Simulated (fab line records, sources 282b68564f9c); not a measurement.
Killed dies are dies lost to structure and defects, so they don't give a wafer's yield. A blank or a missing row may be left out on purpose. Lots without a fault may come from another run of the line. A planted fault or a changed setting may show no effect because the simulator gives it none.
Which tool did it? | flow rit_cmos | 13 lots, 39 wafers sampled, at 2 steps of a route of 202

WHAT THE GAUGES READ, wafer by wafer
RIT_CONTACT_CD_MEAS_08: target cd 1000 nm.
lot  | measured    | on        | cd_nm (nm)
L403 | day 3 03:28 | cd_sem-01 | 998.7 998.6 998.4
L404 | day 3 07:56 | cd_sem-02 | 997.8 997.9 999.0
L405 | day 3 14:46 | cd_sem-01 | 1002.4 1002.0 1002.9
L407 | day 4 02:01 | cd_sem-01 | 998.1 997.9 998.6
L409 | day 4 10:48 | cd_sem-01 | 996.0 997.5 994.7
L411 | day 5 05:34 | cd_sem-02 | 1148.2 1149.6 1148.7
L412 | day 5 07:59 | cd_sem-02 | 1000.3 1000.8 999.7
L420 | day 6 18:09 | cd_sem-01 | 998.3 997.9 1000.7
L421 | day 6 22:48 | cd_sem-02 | 998.2 997.7 1000.1
L422 | day 7 02:47 | cd_sem-02 | 998.3 998.2 1001.1
L423 | day 7 07:43 | cd_sem-01 | 1000.1 998.9 1002.3
L424 | day 7 12:04 | cd_sem-01 | 1002.3 998.7 999.9
L425 | day 7 19:31 | cd_sem-01 | 1000.6 1001.3 1000.5

WHICH TOOL RAN EACH LOT (tool, then ch and the chambers of the sampled wafers, then the start)
lot  | RIT_CONTACT_EXPOSE_05
L403 | iline_stepper-01 ch 0, day 3 02:57
L404 | iline_stepper-01 ch 0, day 3 07:26
L405 | iline_stepper-01 ch 0, day 3 14:14
L407 | iline_stepper-01 ch 0, day 4 01:30
L409 | iline_stepper-02 ch 0, day 4 10:17
L411 | iline_stepper-01 ch 0, day 5 05:02
L412 | iline_stepper-01 ch 0, day 5 07:28
L420 | iline_stepper-02 ch 0, day 6 17:38
L421 | iline_stepper-02 ch 0, day 6 22:17
L422 | iline_stepper-02 ch 0, day 7 02:16
L423 | iline_stepper-01 ch 0, day 7 07:12
L424 | iline_stepper-01 ch 0, day 7 11:33
L425 | iline_stepper-01 ch 0, day 7 18:59
- RIT_CONTACT_EXPOSE_05: exposes mask M11, target cd 1000 nm.

WHAT THE TOOLS THEMSELVES READ (means of the sampled wafers that have a number; where no wafer has one, the mark that the record gives instead)
The record holds no such reading with a usual standard deviation.

THE ANSWER, worked out from the rows above alone
Rule: what is usual is taken from the lots themselves. Put in order of their means at a reading, lots are off if they are a third of the lots or fewer, leave a main group of 4 or more, and stand apart from it by a gap of 3 or more times the standard deviation of the main group's means; of several such gaps the widest counts. A main group whose means are all the same, to the digits that the tables above print for the reading, isn't used. A lot without any number at a reading at which 4 lots or more have one is off too. The other lots that the step has rows for count as sound. The gauges are gone through in route order, then the tools' own readings, and for those a lot's mean is taken as printed above. The first step at which some lot is off is used, and at that step the reading that is off furthest; a lot without a number counts as furthest.
Off: L411, at RIT_CONTACT_CD_MEAS_08 (cd_nm). The main group: mean 999.3 nm, standard deviation 1.6.
A tool fits if, at a process step before that reading, it ran every lot that is off, and no sound lot after the first of them. The gauges at RIT_CONTACT_CD_MEAS_08 are tried like those tools. None of those tried fits.

WHAT THE SIMULATOR HAD PUT IN
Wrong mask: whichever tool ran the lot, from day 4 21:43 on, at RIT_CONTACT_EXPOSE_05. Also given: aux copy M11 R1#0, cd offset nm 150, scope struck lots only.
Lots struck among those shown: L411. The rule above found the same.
